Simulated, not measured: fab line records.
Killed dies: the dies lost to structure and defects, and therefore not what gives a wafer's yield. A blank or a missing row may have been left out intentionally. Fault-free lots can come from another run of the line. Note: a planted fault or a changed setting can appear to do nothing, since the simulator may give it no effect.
2 desks looking at one fault ; flow berkeleyCmos170 ; only its own numbers are on each desk; what lay behind them is given at the end

AT THE METROLOGY DESK
What the gauges read for every lot (on any tool): the sampled wafers with a number, averaged. If a lot's mean is further than 4 standard deviations from the usual mean, the lot is out of limits and carries the mark OUT (the distance appears in the brackets).
Columns: A = PWELL_NITRIDE_THK at UCB170_PWELL_THK_MEAS_06, usual 221.0 nm; B = NVT_TW at UCB170_NVT_TW_MEAS_09, usual 525; C = GATE_OXIDE_THK at UCB170_GATE_THK_MEAS_02, usual 6.58 nm
lot;first seen here;A;B;C
L936;day 3 09:35;222.0;533;6.68
L937;day 3 16:40;220.7;524;6.72
L939;day 3 23:40;220.7;522;6.63
L938;day 3 23:41;221.6;520;6.56
L940;day 4 07:59;221.9;532;6.65
L941;day 4 08:01;221.4;521;6.66
L942;day 4 08:03;220.4;522;6.63
L944;day 4 22:47;219.4;529;6.75
L943;day 4 22:48;219.7;521;6.70
L951;day 6 23:55;219.3;532;6.82
L956;day 7 22:55;221.1;532;6.55
L957;day 8 05:48;222.4;521;6.32
L958;day 8 05:48;217.7;517;6.26
L959;day 8 12:20;222.3;518;6.63
This desk found nothing out of limits on any of the 14 lots.

AT THE TOOL OWNER'S DESK: implanter-03
For each lot that ran on this tool, the mean over its sampled wafers that have a number, from the tool's own readings at UCB170_NVT_IMPLANT_07. If a lot's mean is further than 4 standard deviations from the usual mean, the lot is out of limits and carries the mark OUT (the distance appears in the brackets).
Columns: A = doseIonsCm2 at UCB170_NVT_IMPLANT_07, usual 2.999e+12
lot;first seen here;A
L942;day 7 20:32;3.002e+12
L951;day 10 10:15;2.951e+12 (-14) OUT
L956;day 11 03:51;2.952e+12 (-13) OUT
Finding of this desk: L951, L956 out of limits; the first was L951 at day 10 10:15, on doseIonsCm2 at UCB170_NVT_IMPLANT_07. In limits: L942.

TAKEN TOGETHER
The tool owner's desk had the chance to raise an alarm at day 10 10:15 on L951, L956.
Nothing out of limits was seen by the metrology desk.
The metrology desk has L951, L956 on record, within its limits.
All the named lots went through UCB170_NVT_IMPLANT_07 on implanter-03.

WHAT THE SIMULATOR PUT IN
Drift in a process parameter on implanter-03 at UCB170_NVT_IMPLANT_07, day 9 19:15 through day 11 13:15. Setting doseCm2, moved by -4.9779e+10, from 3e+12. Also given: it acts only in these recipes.
Lots struck among those shown: L951, L956.
How many hours passed from the start of the fault until each desk's first out-of-limits reading: the tool owner's desk, 15.
